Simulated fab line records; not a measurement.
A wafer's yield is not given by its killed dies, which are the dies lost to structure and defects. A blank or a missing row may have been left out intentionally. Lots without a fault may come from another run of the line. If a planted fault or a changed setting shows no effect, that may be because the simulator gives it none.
fab line records	flow rit_cmos
record: lots: 5	wafers: 15	last_day: 7
route steps=202 shown SDANNEAL@156 PSD@157 NSD@158 PLDD@159 NLDD@160 SILICIDE@161 CONTACT@168 M1@202
lots with no fault: from the same line, run without faults
start_h: hours from the record's first day to the start of the lot's first wafer shown	wait_h: time in hours since the lot's previous step	" the same as in the row above	L1.1+2: one row covering several wafers at once	- value missing, or start not given	* or withheld: withheld	< > ~ a bound
route shown NAME@n: names a module that has steps shown in the file, with the first one's number in the route	usual: mean/standard deviation of fault-free wafers	same: alike in all rows	chamber/n: place in a boat	sites: readings site by site	_std_site: the standard deviation of these	_edge_site: outer sites' mean less inner sites'	radius_mm: for every site, how far away it sits from the centre of the wafer	mask NAME#n: copy n	behind: the most recent tool/chamber to have shaped the wafer	hold: what put the lot on hold/how long, in hours/how the hold closed	device: the n, p or np transistor that did not switch	end of line: the route-end tests of the same wafers	step lacking rows: just its recipe	killed: dies lost to structure and defects at the first sort, not the wafer's yield	map: the dies of a wafer, with x for killed, . for not killed, _ for no die there
set.NAME: the setting as run; set.NAME@STEP: as run at that earlier step	model.NAME: the simulator's own value behind a step, which no gauge read
lots seen at some steps along the route; tables by step, rows by wafer
services: a tool's chamber out of use, with start hour (start_h, from the record's first day; less than 0 if before it), hours out, and reason
== steps ==
step: RIT_SDANNEAL_RTA_03
recipe: temp_c: 1050	time_s: 5	idle_temp_c: 600	ramp_up_c_per_s: 342	ramp_down_c_per_s: 171	cool_to_c: 600	ambient: N2
usual: wafer_temp_C_max: 1053.5/1.2
lot.wafer	tool	chamber	start_h	wait_h	wafer_temp_C_max
L672.4	rtp_anneal-01	0	70.16	0.0	1055.7
L672.5	"	0	"	"	1054.2
L672.6	"	0	"	"	1051.5
L685.4	rtp_anneal-02	0	132.52	0.0	1054.5
L685.5	"	0	"	"	1052.8
L685.6	"	0	"	"	1053.3
L689.2	rtp_anneal-02	0	147.11	0.0	1054.1
L689.3	"	0	"	"	1055.4
L689.6	"	0	"	"	1053.2
L691.2	rtp_anneal-02	0	161.06	0.0	1054.8
L691.3	"	0	"	"	1052.8
L691.4	"	0	"	"	1053.9
L692.1	rtp_anneal-01	0	167.73	0.0	1052.4
L692.2	"	0	"	"	1052.9
L692.5	"	0	"	"	1053.4
step: RIT_SDANNEAL_RS_MEAS_04
recipe: thk_meas_gauge: four-point-probe
usual: PSD_RS: 115.93/0.28
lot.wafer	tool	chamber	start_h	wait_h	PSD_RS[ohm/sq]
L672.4	film_metro-01	-	70.25	0.1	116.06
L672.5	"	-	"	"	116.23
L672.6	"	-	"	"	116.40
L685.4	film_metro-02	-	132.61	0.1	116.09
L685.5	"	-	"	"	115.79
L685.6	"	-	"	"	115.62
L689.2	film_metro-01	-	147.18	0.1	115.65
L689.3	"	-	"	"	116.11
L689.6	"	-	"	"	116.06
L691.2	film_metro-02	-	161.13	0.1	116.13
L691.3	"	-	"	"	116.27
L691.4	"	-	"	"	116.17
L692.1	film_metro-02	-	167.79	0.0	116.36
L692.2	"	-	"	"	116.42
L692.5	"	-	"	"	116.36
step: RIT_SDANNEAL_RS_MEAS_05
recipe: thk_meas_gauge: four-point-probe
usual: NSD_RS: 84.49/0.27
lot.wafer	tool	chamber	start_h	wait_h	NSD_RS[ohm/sq]
L672.4	film_metro-01	-	70.37	0.1	84.62
L672.5	"	-	"	"	84.94
L672.6	"	-	"	"	84.84
L685.4	film_metro-02	-	132.73	0.1	84.15
L685.5	"	-	"	"	84.32
L685.6	"	-	"	"	84.32
L689.2	film_metro-01	-	147.30	0.1	84.52
L689.3	"	-	"	"	84.60
L689.6	"	-	"	"	84.61
L691.2	film_metro-02	-	161.25	0.1	84.49
L691.3	"	-	"	"	84.25
L691.4	"	-	"	"	84.31
L692.1	film_metro-02	-	167.91	0.1	84.80
L692.2	"	-	"	"	84.43
L692.5	"	-	"	"	84.18
step: RIT_SDANNEAL_RS_MEAS_06
recipe: thk_meas_gauge: four-point-probe
usual: PLDD_RS: 178.6/0.39
lot.wafer	tool	chamber	start_h	wait_h	PLDD_RS[ohm/sq]
L672.4	film_metro-01	-	70.49	0.1	178.9
L672.5	"	-	"	"	179.3
L672.6	"	-	"	"	179.0
L685.4	film_metro-02	-	132.85	0.1	178.3
L685.5	"	-	"	"	178.8
L685.6	"	-	"	"	178.5
L689.2	film_metro-01	-	147.42	0.1	178.6
L689.3	"	-	"	"	178.5
L689.6	"	-	"	"	178.7
L691.2	film_metro-02	-	161.37	0.1	178.6
L691.3	"	-	"	"	178.8
L691.4	"	-	"	"	178.6
L692.1	film_metro-02	-	168.03	0.1	178.6
L692.2	"	-	"	"	178.5
L692.5	"	-	"	"	179.1
step: RIT_SDANNEAL_RS_MEAS_07
recipe: thk_meas_gauge: four-point-probe
usual: NLDD_RS: 151.6/0.57
lot.wafer	tool	chamber	start_h	wait_h	NLDD_RS[ohm/sq]
L672.4	film_metro-01	-	70.61	0.1	152.0
L672.5	"	-	"	"	151.3
L672.6	"	-	"	"	151.8
L685.4	film_metro-02	-	132.97	0.1	151.4
L685.5	"	-	"	"	151.8
L685.6	"	-	"	"	152.1
L689.2	film_metro-01	-	147.54	0.1	151.3
L689.3	"	-	"	"	151.4
L689.6	"	-	"	"	151.7
L691.2	film_metro-02	-	161.49	0.1	150.8
L691.3	"	-	"	"	150.9
L691.4	"	-	"	"	151.3
L692.1	film_metro-02	-	168.15	0.1	152.1
L692.2	"	-	"	"	151.8
L692.5	"	-	"	"	151.9
step: RIT_SILICIDE_WET_ETCH_00
recipe: chemistry: BOE	target: SiO2	target_depth_nm: 14	time_s: 15	dry: n2_spin	dilution: 10:1	temp_c: 21.5
step: RIT_SILICIDE_SPUTTER_01
recipe: material: Ti	target_thk_nm: 30	power_w: 350	chamber_pressure_pa: 0.667	gas: Ar	time_s: 240	substrate_temp_c: 25
usual: throttle_valve_pct: 29.7/0.82
lot.wafer	tool	chamber	start_h	wait_h	throttle_valve_pct
L672.4	pvd_sputter-01	-	70.70	0.0	30.4
L672.5	"	-	"	"	30.1
L672.6	"	-	"	"	30.3
L685.4	pvd_sputter-03	-	133.04	0.0	29.7
L685.5	"	-	"	"	29.6
L685.6	"	-	"	"	29.9
L689.2	pvd_sputter-03	-	147.65	0.0	29.6
L689.3	"	-	"	"	29.0
L689.6	"	-	"	"	29.3
L691.2	pvd_sputter-03	-	161.60	0.0	29.8
L691.3	"	-	"	"	29.8
L691.4	"	-	"	"	29.1
L692.1	pvd_sputter-02	-	168.28	0.0	30.3
L692.2	"	-	"	"	28.5
L692.5	"	-	"	"	30.8
step: RIT_SILICIDE_RS_MEAS_02
recipe: thk_meas_gauge: four-point-probe	reads: Ti_of_SILICIDE_SPUTTER_01
usual: SILICIDE_TI_RS: 47.8/0.6
lot.wafer	tool	chamber	start_h	wait_h	SILICIDE_TI_RS[ohm/sq]
L672.4	film_metro-04	-	70.91	0.1	48.0
L672.5	"	-	"	"	48.0
L672.6	"	-	"	"	48.6
L685.4	film_metro-04	-	133.25	0.1	47.6
L685.5	"	-	"	"	47.2
L685.6	"	-	"	"	48.0
L689.2	film_metro-02	-	147.82	0.1	46.8
L689.3	"	-	"	"	46.9
L689.6	"	-	"	"	47.3
L691.2	film_metro-01	-	161.77	0.1	47.8
L691.3	"	-	"	"	47.6
L691.4	"	-	"	"	47.8
L692.1	film_metro-01	-	168.43	0.1	47.4
L692.2	"	-	"	"	48.5
L692.5	"	-	"	"	47.8
step: RIT_SILICIDE_THK_MEAS_03
recipe: thk_meas_gauge: xrf	reads: Ti_of_SILICIDE_SPUTTER_01
usual: SILICIDE_TI_THK: 30.6/0.38
lot.wafer	tool	chamber	start_h	wait_h	SILICIDE_TI_THK[nm]
L672.4	film_metro-04	-	71.00	0.1	30.3
L672.5	"	-	"	"	30.3
L672.6	"	-	"	"	30.1
L685.4	film_metro-04	-	133.34	0.1	30.5
L685.5	"	-	"	"	30.6
L685.6	"	-	"	"	30.4
L689.2	film_metro-02	-	147.93	0.1	31.0
L689.3	"	-	"	"	31.0
L689.6	"	-	"	"	30.9
L691.2	film_metro-01	-	161.88	0.1	30.9
L691.3	"	-	"	"	30.9
L691.4	"	-	"	"	31.1
L692.1	film_metro-01	-	168.55	0.1	31.0
L692.2	"	-	"	"	30.4
L692.5	"	-	"	"	30.8
step: RIT_SILICIDE_RTA_04
recipe: temp_c: 650	time_s: 10	idle_temp_c: 25	ramp_up_s: 5	ramp_down_s: 5	cool_to_c: 25	ambient: N2
usual: wafer_temp_C_max: 652.5/0.54
lot.wafer	tool	chamber	start_h	wait_h	wafer_temp_C_max
L672.4	rtp_anneal-02	0	71.06	0.1	653.7
L672.5	"	0	"	"	652.4
L672.6	"	0	"	"	652.3
L685.4	rtp_anneal-01	0	133.40	0.1	652.2
L685.5	"	0	"	"	652.3
L685.6	"	0	"	"	652.4
L689.2	rtp_anneal-01	0	147.99	0.1	652.1
L689.3	"	0	"	"	652.8
L689.6	"	0	"	"	653.5
L691.2	rtp_anneal-01	0	161.94	0.1	651.7
L691.3	"	0	"	"	651.8
L691.4	"	0	"	"	652.4
L692.1	rtp_anneal-02	0	168.61	0.1	652.3
L692.2	"	0	"	"	653.1
L692.5	"	0	"	"	652.2
step: RIT_SILICIDE_WET_ETCH_05
recipe: chemistry: SPM	target: Ti	temp_c: 90	time_s: 120	dry: n2_spin
step: RIT_SILICIDE_RTA_06
recipe: temp_c: 750	time_s: 10	idle_temp_c: 25	ramp_up_s: 5	ramp_down_s: 10	cool_to_c: 25	ambient: N2
usual: wafer_temp_C_max: 752.8/0.62
lot.wafer	tool	chamber	start_h	wait_h	wafer_temp_C_max
L672.4	rtp_anneal-01	0	71.17	0.0	752.9
L672.5	"	0	"	"	754.2
L672.6	"	0	"	"	752.5
L685.4	rtp_anneal-02	0	133.51	0.0	753.1
L685.5	"	0	"	"	753.6
L685.6	"	0	"	"	752.3
L689.2	rtp_anneal-02	0	148.10	0.0	752.7
L689.3	"	0	"	"	751.4
L689.6	"	0	"	"	752.3
L691.2	rtp_anneal-02	0	162.05	0.0	753.1
L691.3	"	0	"	"	752.3
L691.4	"	0	"	"	752.0
L692.1	rtp_anneal-01	0	168.72	0.0	753.0
L692.2	"	0	"	"	753.3
L692.5	"	0	"	"	752.2
step: RIT_CONTACT_CVD_00
recipe: material: SiO2	target_thk_nm: 400	precursor: TEOS	temp_c: 390	time_s: 61	rf_w: 400
usual: heater_power_w: 286/61	rf_fwd_power_W: 396.9/1.4
lot.wafer	tool	chamber	start_h	wait_h	heater_power_w	rf_fwd_power_W	model.SiO2_of_CONTACT_CVD_00.thk_nm
L672.4	pecvd-04	0	71.23	0.0	195	396.7	402.8
L672.5	"	1	"	"	235	396.7	403.8
L672.6	"	2	"	"	254	394.4	404.4
L685.4	pecvd-04	1	133.57	0.0	263	397.2	408.7
L685.5	"	0	"	"	239	396.5	565.9
L685.6	"	2	"	"	185	399.8	412.8
L689.2	pecvd-03	2	148.16	0.0	410	396.3	391.4
L689.3	"	2	"	"	420	397.3	402.9
L689.6	"	2	"	"	441	397.6	404.4
L691.2	pecvd-03	2	162.10	0.0	362	398.3	391
L691.3	"	1	"	"	300	396.0	395.5
L691.4	"	2	"	"	383	397.4	398.9
L692.1	pecvd-02	2	168.79	0.1	271	395.9	401.3
L692.2	"	1	"	"	272	397.3	400.6
L692.5	"	0	"	"	307	398.2	408
step: RIT_CONTACT_THK_MEAS_01
recipe: reads: SiO2_of_CONTACT_CVD_00
usual: CONTACT_TEOS_THK: 401/4.9
lot.wafer	tool	chamber	start_h	wait_h	CONTACT_TEOS_THK[nm]
L672.4	film_metro-02	-	71.29	0.0	403
L672.5	"	-	"	"	404
L672.6	"	-	"	"	404
L685.4	film_metro-04	-	133.63	0.0	409
L685.5	"	-	"	"	567
L685.6	"	-	"	"	413
L689.2	film_metro-02	-	148.24	0.1	391
L689.3	"	-	"	"	403
L689.6	"	-	"	"	404
L691.2	film_metro-02	-	162.16	0.0	391
L691.3	"	-	"	"	396
L691.4	"	-	"	"	399
L692.1	film_metro-02	-	168.84	0.0	401
L692.2	"	-	"	"	401
L692.5	"	-	"	"	408
step: RIT_CONTACT_HMDS_02
recipe: prime_time_s: 60	prime_temp_c: 140
step: RIT_CONTACT_COAT_03
recipe: resist: NOVOLAK	spin_rpm: 3250	resist_thk_nm: 1000
step: RIT_CONTACT_SOFTBAKE_04
recipe: resist: NOVOLAK	temp_c: 90	time_s: 60
step: RIT_CONTACT_EXPOSE_05
recipe: mask_id: M11	na: 0.6	source_shape: conventional	sigma_outer: 0.5	target_cd_nm: 1000	dose_mj: 250
step: RIT_CONTACT_PEB_06
recipe: resist: NOVOLAK	temp_c: withheld	time_s: withheld
step: RIT_CONTACT_DEVELOP_07
recipe: resist: NOVOLAK	develop_time_s: 120	dev_temp_c: 23
step: RIT_CONTACT_CD_MEAS_08
recipe: target_cd_nm: 1000
usual: cd_nm: 1000.3/2
lot.wafer	tool	chamber	start_h	wait_h	cd_nm
L672.4	cd_sem-01	-	72.34	-	1000.7
L672.5	"	-	"	"	999.0
L672.6	"	-	"	"	999.2
L685.4	cd_sem-02	-	134.74	-	1001.1
L685.5	"	-	"	"	1001.7
L685.6	"	-	"	"	1002.2
L689.2	cd_sem-01	-	149.28	-	1000.2
L689.3	"	-	"	"	1002.1
L689.6	"	-	"	"	999.8
L691.2	cd_sem-02	-	163.33	-	998.4
L691.3	"	-	"	"	999.3
L691.4	"	-	"	"	998.2
L692.1	cd_sem-02	-	169.87	-	1001.8
L692.2	"	-	"	"	999.4
L692.5	"	-	"	"	1000.1
step: RIT_CONTACT_OVL_MEAS_09
usual: CONTACT_OVL: 0.3/1.4
lot.wafer	tool	chamber	start_h	wait_h	CONTACT_OVL[nm]
L672.4	overlay-02	-	72.42	0.1	0.2
L672.5	"	-	"	"	1.8
L672.6	"	-	"	"	-0.9
L685.4	overlay-01	-	134.82	0.1	-0.4
L685.5	"	-	"	"	0.1
L685.6	"	-	"	"	-1.1
L689.2	overlay-02	-	149.39	0.1	0.8
L689.3	"	-	"	"	2.5
L689.6	"	-	"	"	1.0
L691.2	overlay-02	-	163.43	0.1	-0.5
L691.3	"	-	"	"	-0.1
L691.4	"	-	"	"	1.4
L692.1	overlay-02	-	169.99	0.1	1.8
L692.2	"	-	"	"	-1.0
L692.5	"	-	"	"	0.3
step: RIT_CONTACT_HARDBAKE_10
recipe: resist: NOVOLAK	temp_c: 140	time_s: 60
step: RIT_CONTACT_ETCH_11
recipe: target_depth_a: 4800	over_etch_frac: 0.2	stop_on: TiSi2	chemistry: CHF3/CF4/Ar	target: SiO2	CHF3_flow_sccm: 50	cf4_flow_sccm: 10	Ar_flow_sccm: 100	O2_flow_sccm: 5	pressure_mtorr: 100	rf_w: 200	time_s: 320
usual: drypump_motor_current_A: 5.8/0.39	oes_product_au: 0.981/0.012	rf_fwd_power_W: 199.6/0.58	throttle_valve_pct: 8.87/0.13
lot.wafer	tool	chamber	start_h	wait_h	drypump_motor_current_A	oes_product_au	rf_fwd_power_W	rf_hours_counter_h	throttle_valve_pct	model.etch.depth_nm	model.CONTACT.feature_depth_nm
L672.4	rie_diel-01	2	72.59	0.1	6.0	0.980	199.0	69	8.98	402.8	402.8
L672.5	"	3	"	"	6.3	0.972	198.7	-	8.62	403.8	403.8
L672.6	"	0	"	"	5.5	0.976	199.7	-	8.93	404.4	404.4
L685.4	rie_diel-02	1	135.08	0.1	6.0	0.967	199.9	-	8.90	408.7	408.7
L685.5	"	3	"	"	5.5	0.967	199.2	-	8.72	478.6	478.6
L685.6	"	2	"	"	5.4	0.990	200.1	-	9.02	412.8	412.8
L689.2	rie_diel-03	0	149.57	0.1	5.3	1.001	199.2	5	8.79	391.4	391.4
L689.3	"	3	"	"	5.7	0.982	199.2	19	8.89	402.9	402.9
L689.6	"	0	"	"	5.2	1.005	199.2	-	8.79	404.4	404.4
L691.2	rie_diel-02	0	163.61	0.1	5.8	0.975	200.2	0	9.15	391	391
L691.3	"	2	"	"	5.4	0.988	200.3	4	9.00	395.5	395.5
L691.4	"	3	"	"	5.5	0.967	199.1	7	8.69	398.9	398.9
L692.1	rie_diel-01	1	170.17	0.1	5.6	0.972	199.0	41	8.84	401.3	401.3
L692.2	"	2	"	"	6.0	0.980	198.8	71	8.98	400.6	400.6
L692.5	"	2	"	"	6.0	0.977	200.1	-	8.97	408	408
step: RIT_CONTACT_STRIP_12
recipe: chemistry: O2	time_s: 180	resist: NOVOLAK	platen_temp_c: withheld	power_w: 500	pressure_mtorr: 4000	o2_flow_sccm: 4000
usual: drypump_motor_current_A: 5.8/0.34
lot.wafer	tool	chamber	start_h	wait_h	drypump_motor_current_A	rf_hours_counter_h
L672.4	plasma_asher-04	1	72.84	0.2	5.7	-
L672.5	"	1	"	"	5.7	-
L672.6	"	0	"	"	5.3	-
L685.4	plasma_asher-02	0	135.24	0.1	6.3	-
L685.5	"	1	"	"	5.7	-
L685.6	"	0	"	"	6.3	-
L689.2	plasma_asher-04	1	149.76	0.1	5.7	4
L689.3	"	1	"	"	5.7	-
L689.6	"	1	"	"	5.7	-
L691.2	plasma_asher-02	1	163.81	0.1	5.7	54
L691.3	"	1	"	"	5.7	-
L691.4	"	0	"	"	6.3	-
L692.1	plasma_asher-01	0	170.37	0.1	6.2	40
L692.2	"	1	"	"	5.6	40
L692.5	"	0	"	"	6.2	-
step: RIT_CONTACT_CD_MEAS_90
recipe: target_cd_nm: 1000
usual: cd_nm: 1000.3/2
lot.wafer	tool	chamber	start_h	wait_h	cd_nm
L672.4	cd_sem-01	-	73.02	0.1	1000.7
L672.5	"	-	"	"	999.2
L672.6	"	-	"	"	998.3
L685.4	cd_sem-01	-	135.42	0.1	1001.6
L685.5	"	-	"	"	1001.6
L685.6	"	-	"	"	1002.3
L689.2	cd_sem-01	-	149.96	0.1	1000.2
L689.3	"	-	"	"	1001.7
L689.6	"	-	"	"	1000.0
L691.2	cd_sem-02	-	164.00	0.1	998.6
L691.3	"	-	"	"	999.8
L691.4	"	-	"	"	998.6
L692.1	cd_sem-02	-	170.54	0.1	1001.8
L692.2	"	-	"	"	999.5
L692.5	"	-	"	"	999.8
step: RIT_CONTACT_CLEAN_13
recipe: chemistry: SC1	mix: 3:3:50	time_s: 600	temp_c: 75
lot.wafer	tool	chamber	start_h	wait_h	model.SiO2_of_CONTACT_CVD_00.thk_nm
L672.4	wet_bench-04	3	73.08	0.0	398.7
L672.5	"	3	"	"	399.7
L672.6	"	3	"	"	400.3
L685.4	wet_bench-04	3	135.48	0.0	404.7
L685.5	"	3	"	"	561.9
L685.6	"	3	"	"	408.8
L689.2	wet_bench-01	3	150.06	0.1	387.2
L689.3	"	3	"	"	398.8
L689.6	"	3	"	"	400.3
L691.2	wet_bench-04	1	164.10	0.1	387
L691.3	"	1	"	"	391.4
L691.4	"	1	"	"	394.9
L692.1	wet_bench-01	1	170.66	0.1	397.2
L692.2	"	1	"	"	396.4
L692.5	"	1	"	"	403.9
step: RIT_CONTACT_CLEAN_14
recipe: chemistry: SC2	mix: 3:3:50	time_s: 600	temp_c: 75	dry: n2_spin
step: RIT_M1_PROBE_99
usual: killed_at_contacts: 0.0/0.23	killed_at_front_end: 7/3.1	killed_dies: 7/3.1	killed_on_rim: 1.8/1.3	killed_open: 3.3/2	killed_short: 3.5/1.9
same: gross_dies: 264	killed_at_M0_to_M3: 0	killed_at_M4_up: 0	killed_at_back_side: 0	killed_at_other: 0
lot.wafer	tool	chamber	start_h	wait_h	killed_at_contacts	killed_at_front_end	killed_dies	killed_on_rim	killed_open	killed_short
L672.4	prober-02	-	77.59	0.2	0	8	8	1	1	7
L672.5	prober-02	-	77.64	0.2	0	13	13	5	3	10
L672.6	prober-02	-	77.69	0.2	0	3	3	0	2	1
L685.4	prober-01	-	140.23	0.2	0	10	10	3	6	4
L685.5	prober-01	-	140.28	0.2	257	7	264	70	4	3
L685.6	prober-01	-	140.33	0.2	0	9	9	1	5	4
L689.2	prober-01	-	154.61	0.1	0	7	7	1	4	3
L689.3	prober-01	-	154.66	0.2	0	0	0	0	0	0
L689.6	prober-01	-	154.81	0.2	0	7	7	2	4	3
L691.2	prober-01	-	169.24	0.1	0	9	9	2	7	2
L691.3	prober-01	-	169.29	0.2	0	8	8	2	3	5
L691.4	prober-01	-	169.34	0.2	0	4	4	1	1	3
L692.1	prober-02	-	175.24	0.1	0	14	14	2	10	4
L692.2	prober-02	-	175.29	0.1	0	6	6	2	2	4
L692.5	prober-02	-	175.44	0.2	0	9	9	3	4	5
killed by level:class
L672.4 GATE:geometric_particle:short=3 FOX1:geometric_particle:short=1 FOX1:geometric_particle:open=1 FOX2:geometric_particle:short=1 REOX:geometric_particle:short=1 SPACER:geometric_particle:short=1
L672.5 GATE:geometric_particle:short=4 GATE:geometric_particle:open=2 SPACER:geometric_particle:short=2 ACTIVE:geometric_particle:short=1 FOX2:geometric_particle:short=1 REOX:geometric_particle:short=1 SILICIDE:geometric_particle:open=1 SILICIDE:geometric_particle:short=1
L672.6 GATE:geometric_particle:short=1 GATE:geometric_particle:open=1 SPACER:geometric_particle:open=1
L685.4 GATE:geometric_particle:short=3 GATE:geometric_particle:open=3 FOX1:geometric_particle:open=1 FOX2:geometric_particle:open=1 REOX:geometric_particle:short=1 REOX:geometric_particle:open=1
L685.5 CONTACT:area_etch=257 GATE:geometric_particle:short=2 REOX:geometric_particle:open=2 FOX1:geometric_particle:open=1 REOX:geometric_particle:short=1 SILICIDE:geometric_particle:open=1
L685.6 GATE:geometric_particle:short=3 FOX1:geometric_particle:open=2 GATE:geometric_particle:open=2 FOX1:geometric_particle:short=1 REOX:geometric_particle:open=1
L689.2 GATE:geometric_particle:open=3 GATE:geometric_particle:short=2 FOX1:geometric_particle:short=1 SILICIDE:geometric_particle:open=1
L689.6 GATE:geometric_particle:short=2 SPACER:geometric_particle:open=2 FOX1:geometric_particle:open=1 FOX2:geometric_particle:open=1 SILICIDE:geometric_particle:short=1
L691.2 FOX1:geometric_particle:open=2 REOX:geometric_particle:open=2 FOX2:geometric_particle:open=1 GATE:geometric_particle:open=1 SPACER:geometric_particle:short=1 SILICIDE:geometric_particle:short=1 SILICIDE:geometric_particle:open=1
L691.3 SILICIDE:geometric_particle:short=2 FOX1:geometric_particle:open=1 FOX2:geometric_particle:short=1 GATE:geometric_particle:short=1 GATE:geometric_particle:open=1 SPACER:geometric_particle:open=1 SPACER:geometric_particle:short=1
L691.4 FOX2:geometric_particle:open=1 GATE:geometric_particle:short=1 REOX:geometric_particle:short=1 SPACER:geometric_particle:short=1
L692.1 GATE:geometric_particle:open=6 SILICIDE:geometric_particle:open=3 FOX1:geometric_particle:short=1 GATE:geometric_particle:short=1 SPACER:geometric_particle:short=1 SPACER:geometric_particle:open=1 SILICIDE:geometric_particle:short=1
L692.2 GATE:geometric_particle:short=2 GATE:geometric_particle:open=1 SPACER:geometric_particle:open=1 SPACER:geometric_particle:short=1 SILICIDE:geometric_particle:short=1
L692.5 GATE:geometric_particle:short=4 REOX:geometric_particle:open=2 FOX1:geometric_particle:short=1 FOX1:geometric_particle:open=1 SILICIDE:geometric_particle:open=1
map L685.5 (x killed, . not)
________xxxxxxx_______
_____xxxxxxxxxxxxx____
____xxxxxxxxxxxxxxx___
___xxxxxxxxxxxxxxxxx__
__xxxxxxxxxxxxxxxxxxx_
__xxxxxxxxxxxxxxxxxxx_
_xxxxxxxxxxxxxxxxxxxxx
_xxxxxxxxxxxxxxxxxxxxx
_xxxxxxxxxxxxxxxxxxxxx
_xxxxxxxxxxxxxxxxxxxxx
__xxxxxxxxxxxxxxxxxxx_
__xxxxxxxxxxxxxxxxxxx_
___xxxxxxxxxxxxxxxxx__
____xxxxxxxxxxxxxxx___
_____xxxxxxxxxxxxx____
________xxxxxxx_______
map L672.5 (x killed, . not)
________......._______
_____......x....x.____
____.............x.___
___...............x.__
__..................._
__..................._
_.....................
_.....................
_.........x...........
_.....................
__.x................._
__x.................._
___...........x.....__
____...xx.....x....___
_____....x....x...____
________......._______
== services ==
tool	chamber	start_h	hours	kind
pecvd-04	0	50.80	19.2	repair
rie_diel-01	0	56.66	6.4	repair
plasma_asher-04	-	62.61	0.7	repair
rie_diel-01	1	72.72	9.4	repair
rie_diel-01	3	79.12	24.8	repair
pecvd-04	-	83.08	0.6	repair
plasma_asher-04	-	91.79	1.4	repair
plasma_asher-04	-	99.32	2.8	repair
plasma_asher-04	-	108.75	9.0	pm
rie_diel-01	3	109.01	5.2	repair
rie_diel-01	0	109.79	5.3	repair
pecvd-02	-	113.91	1.7	repair
pvd_sputter-03	-	115.48	9.1	repair
pecvd-03	-	119.31	23.3	repair
pecvd-04	-	120.00	0.7	repair
rie_diel-02	-	130.37	2.8	pm
rie_diel-01	1	131.37	7.8	repair
pecvd-02	-	135.56	28.1	pm
pecvd-03	1	137.99	10.6	repair
pecvd-04	1	138.54	10.8	repair
pecvd-03	-	142.58	5.5	pm
pecvd-03	2	148.52	6.1	repair
rie_diel-02	-	159.14	0.9	repair
plasma_asher-04	-	167.71	2.4	repair
== key ==
first_sign: step: RIT_CONTACT_THK_MEAS_01	reading: CONTACT_TEOS_THK	direction: up	sigmas: 34	usual: 401	struck: 567
effect: step: RIT_M1_PROBE_99	reading: killed_at_contacts	direction: up	sigmas: 99+	usual: 0.0	struck: 257
model_effect: step: RIT_CONTACT_CVD_00	value: SiO2_of_CONTACT_CVD_00.thk_nm	without: 404.7	struck: 565.9
model_effect: step: RIT_CONTACT_ETCH_11	value: etch.depth_nm	without: 404.7	struck: 478.6
model_effect: step: RIT_CONTACT_CLEAN_13	value: SiO2_of_CONTACT_CVD_00.thk_nm	without: 400.7	struck: 561.9
more_kills_born_at: RIT_CONTACT_ETCH_11@rie_diel-02: 257
met_at RIT_CONTACT_CVD_00
struck_wafers L685.5
later_rows_left_out L685.5
tester_left_out L685
onset_between 71.23 133.57
fault: kind: process_parameter_drift	tool: pecvd-04	chamber: 0	onset_h: 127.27	steps: RIT_CONTACT_CVD_00	channel: target_thk_nm	offset: 160	shape: step	end_h: 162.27	stated: 400
tester_left_out: of these lots the tester's yield and bins aren't shown, on N5 and GAA mostly nor the transistor test; their killed dies are dies lost to structure and defects alone, not to doping, threshold or leakage, so they don't give the yield
later_rows_left_out: the simulator's readings of these wafers behind a module that went badly wrong aren't trusted and aren't shown, but for the sort
